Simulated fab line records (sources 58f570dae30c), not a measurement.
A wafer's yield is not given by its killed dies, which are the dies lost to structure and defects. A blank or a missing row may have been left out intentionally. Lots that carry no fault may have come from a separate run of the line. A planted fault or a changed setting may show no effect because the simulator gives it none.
What tool caused it?	flow berkeley_cmos170	14 lots, 42 wafers sampled, at 4 steps of a route of 331

WHAT THE GAUGES SHOWED, per wafer
UCB170_PSD_CD_MEAS_06: target cd 1200 nm. Usual: cd_nm at 1199.9 nm, with a standard deviation of 1.2.
lot	measured	on	cd_nm (nm)	flag
L997	day 6 10:09	cd_sem-01	1197.9 1198.9 1198.7	
L998	day 6 19:22	cd_sem-01	1198.7 1198.7 1199.0	
L999	day 6 19:59	cd_sem-01	1200.7 1200.7 1200.0	
L101	day 7 03:33	cd_sem-02	1200.6 1199.5 1201.3	
L100	day 7 03:49	cd_sem-02	1200.8 1201.1 1198.5	
L102	day 7 22:09	cd_sem-02	1199.1 1200.6 1200.4	
L104	day 8 05:35	cd_sem-01	1200.9 1200.3 1200.5	
L106	day 8 12:58	cd_sem-01	1201.3 1202.0 1200.4	
L108	day 8 13:16	cd_sem-01	1200.6 1201.1 1200.8	
L105	day 8 13:30	cd_sem-01	1198.2 1198.9 1199.2	
L110	day 9 09:54	cd_sem-01	1199.7 1199.6 1199.6	
L115	day 10 12:55	cd_sem-01	1199.0 1198.1 1198.2	
L114	day 10 13:10	cd_sem-02	1200.2 1198.3 1201.7	
L117	day 11 01:16	cd_sem-02	1200.9 1202.0 1200.8	

UCB170_SILICIDE_THK_MEAS_03: measures by xrf. Usual: SILICIDE_TI_THK typically reads 30.3 nm, with standard deviation 0.46.
lot	measured	on	SILICIDE_TI_THK (nm)	flag
L997	day 6 15:37	film_metro-02	30.5 29.5 29.5	
L998	day 6 23:04	film_metro-04	31.1 30.9 31.1	
L999	day 7 00:05	film_metro-04	30.5 29.9 30.8	
L101	day 7 09:07	film_metro-04	30.0 30.5 30.1	
L100	day 7 10:59	film_metro-03	29.4 29.7 30.0	
L102	day 8 04:04	film_metro-04	30.7 30.4 29.8	
L104	day 8 12:41	film_metro-02	30.6 29.9 29.9	
L106	day 8 16:47	film_metro-04	31.2 30.5 30.6	
L108	day 8 17:10	film_metro-04	29.5 30.3 29.7	
L105	day 8 17:22	film_metro-03	30.7 30.8 31.0	
L110	day 9 14:32	film_metro-02	29.6 30.2 30.2	
L115	day 10 20:16	film_metro-03	30.0 29.6 30.0	
L114	day 10 20:01	film_metro-02	30.2 30.0 30.0	
L117	day 11 05:47	film_metro-04	30.6 30.4 30.4	

UCB170_M1_CD_MEAS_09: target cd 700 nm. Usual: cd_nm at 700.4 nm, with a standard deviation of 1.3.
lot	measured	on	cd_nm (nm)	flag
L997	day 6 22:46	cd_sem-02	700.8 702.0 701.3	
L998	day 7 06:52	cd_sem-02	700.0 697.9 698.9	
L999	day 7 07:01	cd_sem-02	700.5 699.0 699.5	
L101	day 7 16:31	cd_sem-01	701.9 701.9 701.4	
L100	day 7 18:26	cd_sem-01	698.6 699.9 698.8	
L102	day 8 14:26	cd_sem-01	701.3 700.6 699.3	
L104	day 8 20:55	cd_sem-02	702.1 699.9 702.5	
L106	day 9 00:38	cd_sem-01	702.3 702.2 702.1	
L108	day 9 01:14	cd_sem-01	701.1 701.9 700.0	
L105	day 9 01:44	cd_sem-01	697.6 698.6 698.7	
L110	day 9 21:22	cd_sem-01	699.3 701.8 701.8	
L115	day 11 04:29	cd_sem-01	699.7 699.1 699.2	
L114	day 11 04:05	cd_sem-02	698.9 697.3 697.7	
L117	day 11 14:25	cd_sem-01	700.0 699.3 699.3	

TOOL THAT RAN EACH LOT (tool first, then ch and the chambers of the sampled wafers, then the start)
lot	UCB170_BACKSIDE_SOFTBAKE_02
L997	litho_track-02 ch 0, day 6 13:17
L998	litho_track-01 ch 0, day 6 21:49
L999	litho_track-01 ch 0, day 6 22:52
L101	litho_track-02 ch 0, day 7 07:33
L100	litho_track-02 ch 0, day 7 09:18
L102	litho_track-03 ch 0, day 8 02:38
L104	litho_track-03 ch 0, day 8 11:28
L106	litho_track-01 ch 0, day 8 15:32
L108	litho_track-02 ch 0, day 8 15:47
L105	litho_track-03 ch 0, day 8 16:07
L110	litho_track-03 ch 0, day 9 13:19
L115	litho_track-01 ch 0, day 10 18:56
L114	litho_track-02 ch 0, day 10 18:41
L117	litho_track-01 ch 0, day 11 04:32
- UCB170_BACKSIDE_SOFTBAKE_02: time 60 s.

AS READ BY THE TOOLS THEMSELVES (means over the sampled wafers that have a number; for cases with no such wafer, the mark the record gives instead)
UCB170_BACKSIDE_SOFTBAKE_02. Usual: run_length_s at 89.3 s, with a standard deviation of 0.31.
lot	tool	run_length_s (s)	flag
L997	litho_track-02	89.5	
L998	litho_track-01	89.5	
L999	litho_track-01	89.5	
L101	litho_track-02	89.4	
L100	litho_track-02	89.3	
L102	litho_track-03	88.8	
L104	litho_track-03	89.0	
L106	litho_track-01	89.4	
L108	litho_track-02	89.4	
L105	litho_track-03	99.5	OFF
L110	litho_track-03	99.6	OFF
L115	litho_track-01	89.6	
L114	litho_track-02	89.4	
L117	litho_track-01	89.4	

THE ANSWER, worked out from the rows above alone
Rule: take the mean of a lot's wafers that have a number; if it is more than 3 standard deviations from the usual mean, the lot is off. Also off: a lot with no number at a reading for which 4 or more lots have one. Any other lot the step has rows for is counted as sound. After the gauges, taken in route order, come the tools' own readings; for these a lot's mean is taken, as printed above. At the first step where some lot is off, the reading lying furthest off is the one used; lots without a number count as furthest.
Off at UCB170_BACKSIDE_SOFTBAKE_02 (run_length_s): L105, L110.
A tool fits if, at that step or a process step before it, it ran every lot that is off, and no sound lot after the first of them. One fits: UCB170_BACKSIDE_SOFTBAKE_02 on litho_track-03. Its last sound lot is L104 (day 8 11:28), its first lot that is off L105 (day 8 16:07): a fault that began between those two fits.
The tool's own readings at UCB170_BACKSIDE_SOFTBAKE_02 bear it out: on the lots that are off they differ by more than 5 times the standard deviation of the sound lots' means. run_length_s reads 99.5 s there against 89.3 s on the sound lots.

WHAT THE SIMULATOR HAD INSERTED
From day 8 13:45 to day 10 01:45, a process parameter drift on litho_track-03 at UCB170_BACKSIDE_SOFTBAKE_02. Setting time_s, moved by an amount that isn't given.
Shown lots that were struck: L105, L110. The rule given above showed the same thing.
